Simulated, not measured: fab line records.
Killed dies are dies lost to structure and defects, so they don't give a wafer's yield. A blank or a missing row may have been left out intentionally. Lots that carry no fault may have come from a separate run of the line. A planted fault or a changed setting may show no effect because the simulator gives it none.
Comparing a struck lot with a sound one :: flow berkeleyCmos170 :: 20 out of 331 route steps
Sound: the wafers L862.2, L862.3, L862.6. The struck wafers were L863.3, L863.4, L863.6. The cause is given at the end.
At each step with rows: each side's tool, then ch and its chambers, then its first start. Under that, the readings that differ: sound wafers :: struck wafers :: difference of the means :: sigmas: that difference in standard deviations of wafers without a fault.
alike: readings with means less than 2 such deviations apart, plus words and numbers identical on both sides. not compared: withheld readings, readings lacking a value on some wafer, bounds such as >300 that could conceal the same value, and numbers that have no deviation in the record and whose values overlap.
The two part at a step that has a row with sigmas, a row that says differs or no value, or rows on one side only. Numbers that have no deviation but don't overlap get no sigmas and don't part them. A reading missing from all wafers of one side parts the sides only when that side holds two or more wafers.

UCB170_M3_SPUTTER_01: material Al, target thk 900 nm, time 120 s.
  struck on pvdSputter-01, day 9 01:32; sound on pvdSputter-04, day 8 14:28
  alike: throttleValvePct
UCB170_M3_RS_MEAS_02: uses a four-point probe to measure.
  struck on filmMetro-04, day 9 01:39; sound on filmMetro-03, day 8 14:34
  alike: M3_AL_RS
UCB170_M3_THK_MEAS_03: measures by xrf.
  struck on filmMetro-04, day 9 01:45; sound on filmMetro-03, day 8 14:40
  alike: M3_AL_THK
then, 3 steps without rows for these wafers: UCB170_M3_HMDS_04 (prime time 60 s); UCB170_M3_COAT_05 (resist thk 900 nm); UCB170_M3_SOFTBAKE_06 (time 60 s).
UCB170_M3_STRIP_07: strips in O2.
  sound on plasmaAsher-04 ch 0,1, day 8 15:20; struck on plasmaAsher-04 ch 0,1, day 9 02:16
  alike: drypumpMotorCurrentA, oesProductAu, stripTimeToEndpointS
  not compared: rfHoursCounterH
then, 5 steps without rows for these wafers: UCB170_M3_STRIP_08 (strips KrF in DMSO, time 600 s); UCB170_M3_COAT_09; UCB170_M3_COAT_10 (resist thk 900 nm); UCB170_M3_SOFTBAKE_11 (time 60 s); UCB170_M3_EXPOSE_12 (exposes mask METAL3, target cd 700 nm).
UCB170_M3_PEB_13:
  sound on lithoTrack-01 ch 0, day 8 16:18; struck on lithoTrack-04 ch 0, day 9 03:24
reading: heaterPowerTotalW (W)
sound: 56.90 56.84 56.75
struck: 61.02 60.99 60.98
difference: +4.17
sigmas: +83
UCB170_M3_DEVELOP_14: develop time 45 s.
  sound on lithoTrack-01 ch 0; struck on lithoTrack-04 ch 0
reading: model.M3.cdNm (nm)
sound: 700.1 701.4 699.9
struck: 716.9 716.6 717.9
difference: +16.7
sigmas: 
  alike: developerTempC
UCB170_M3_CD_MEAS_15 targets a cd of 700 nm.
  struck on cdSem-02, day 9 04:01; sound on cdSem-02, day 8 16:34
reading: cdNm (nm)
sound: 700.0 701.2 700.3
struck: 717.1 716.5 717.6
difference: +16.6
sigmas: +10
  not compared: hold
UCB170_M3_OVL_MEAS_16:
  struck on overlay-02, day 9 06:58; sound on overlay-01, day 8 16:41
reading: hold
sound: - - -
struck: awaitDispo/2.8h/release awaitDispo/2.8h/release awaitDispo/2.8h/release
difference: no value on the sound wafers
sigmas: 
  alike: M3_OVL
UCB170_M3_ETCH_17: etches BARC in N2/H2.
  sound on rieDiel-01 ch 2,3, day 8 16:43; struck on rieDiel-01 ch 1,3, day 9 06:59
reading: oesProductAu (a.u.)
sound: 0.945 1.015 0.946
struck: 1.028 1.029 1.019
difference: +0.057
sigmas: +2
  alike: drypumpMotorCurrentA, throttleValvePct
UCB170_M3_METAL_ETCH_18: etches Al in Cl2/BCl3, stops on SiO2, target depth 1170 nm, time 195 s.
  sound on rieMetal-01 ch 0,1, day 8 16:45; struck on rieMetal-02 ch 0,1, day 9 07:05
reading: model.M3.cdNm (nm)
sound: 698.2 701.1 703.6
struck: 718.4 716 717.6
difference: +16.4
sigmas: 
  alike: drypumpMotorCurrentA, mfcCl2Sccm, oesProductAu, throttleValvePct
  not compared: rfHoursCounterH
UCB170_M3_STRIP_19: strips in O2.
  sound on plasmaAsher-04 ch 0,1, day 8 16:56; struck on plasmaAsher-03 ch 0,1, day 9 07:14
  alike: drypumpMotorCurrentA, oesProductAu
  not compared: rfHoursCounterH
UCB170_M3_PROBE_99:
  only the struck wafers here have rows in the record (prober-01, day 9 12:05); the sound ones have none

WHERE THEY PART
Last at UCB170_M3_PROBE_99 as far as this record goes, first at UCB170_M3_PEB_13.

WHY: whatever the simulator had introduced
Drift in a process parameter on lithoTrack-04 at UCB170_M3_PEB_13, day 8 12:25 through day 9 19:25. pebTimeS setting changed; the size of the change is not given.
